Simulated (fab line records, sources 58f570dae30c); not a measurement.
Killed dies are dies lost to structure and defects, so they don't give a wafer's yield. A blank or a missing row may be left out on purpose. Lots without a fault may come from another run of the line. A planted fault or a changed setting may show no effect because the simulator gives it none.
One fault seen from 2 desks | flow berkeley_cmos170 | each desk has only its own numbers; what lay behind them comes last

THE METROLOGY DESK
What the gauges read, lot by lot, whatever tool the lot ran on: means of the sampled wafers that have a number. A lot is out of limits, marked OUT, if its mean lies more than 4 standard deviations from the usual mean; the brackets give that distance.
Columns: A = WELLDRIVE_OXIDE_THK at UCB170_WELLDRIVE_THK_MEAS_02, usual 200 nm; B = PVT_TW at UCB170_PVT_TW_MEAS_09, usual 509; C = cd_nm at UCB170_GATE_CD_MEAS_90, usual 349.9 nm
lot  | first seen here | A   | B   | C
L404 | day 3 14:08     | 200 | 516 | 348.7
L405 | day 3 14:08     | 200 | 498 | 349.7
L407 | day 4 05:58     | 199 | 514 | 353.0
L408 | day 4 05:59     | 202 | 511 | 348.0
L409 | day 4 10:25     | 197 | 507 | 349.8
L411 | day 5 00:43     | 201 | 510 | 349.4
L413 | day 5 08:26     | 196 | 516 | 353.8
L416 | day 5 23:29     | 199 | 501 | 349.5
L417 | day 6 06:32     | 200 | 530 | 350.9
L419 | day 6 15:18     | 196 | 510 | 349.8
L422 | day 7 04:50     | 198 | 527 | 349.1
L425 | day 7 19:51     | 200 | 509 | 351.3
L426 | day 8 07:41     | 198 | 503 | 349.5
L427 | day 8 12:49     | 199 | 501 | 348.1
This desk's finding: nothing out of limits on any of the 14 lots.

THE TOOL OWNER'S DESK: implanter-03
The tool's own readings at UCB170_PVT_IMPLANT_07: means of the sampled wafers that have a number, for each lot that ran on this tool. A lot is out of limits, marked OUT, if its mean lies more than 4 standard deviations from the usual mean; the brackets give that distance.
Columns: A = beam_energy_keV at UCB170_PVT_IMPLANT_07, usual 30.000; B = faraday_current_uA at UCB170_PVT_IMPLANT_07, usual 6.34; C = tilt_deg at UCB170_PVT_IMPLANT_07, usual 6.995 degrees
lot  | first seen here | A                        | B    | C
L404 | day 5 12:56     | 29.994                   | 6.37 | 6.991
L407 | day 6 10:59     | 29.993                   | 6.30 | 6.982
L416 | day 7 22:42     | 29.996                   | 6.24 | 6.991
L417 | day 8 11:04     | 33.308 (+99 or more) OUT | 6.33 | 7.001
L422 | day 9 08:19     | 33.303 (+99 or more) OUT | 6.46 | 7.008
This desk's finding: out of limits on L417, L422; first on L417, day 8 11:04 (beam_energy_keV at UCB170_PVT_IMPLANT_07). In limits: L404, L407, L416.

PUT TOGETHER
The tool owner's desk could have raised an alarm at day 8 11:04, on L417, L422.
The metrology desk saw nothing out of limits.
The metrology desk has L417, L422 on record, within its limits.
Of the lots named, all ran UCB170_PVT_IMPLANT_07 on implanter-03.

WHAT THE SIMULATOR HAD PUT IN
Process parameter drift: implanter-03, from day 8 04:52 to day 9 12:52, at UCB170_PVT_IMPLANT_07. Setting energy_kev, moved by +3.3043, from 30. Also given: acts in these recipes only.
Lots struck among those shown: L417, L422.
Hours from the fault's start to each desk's first reading out of limits: the tool owner's desk, 6.
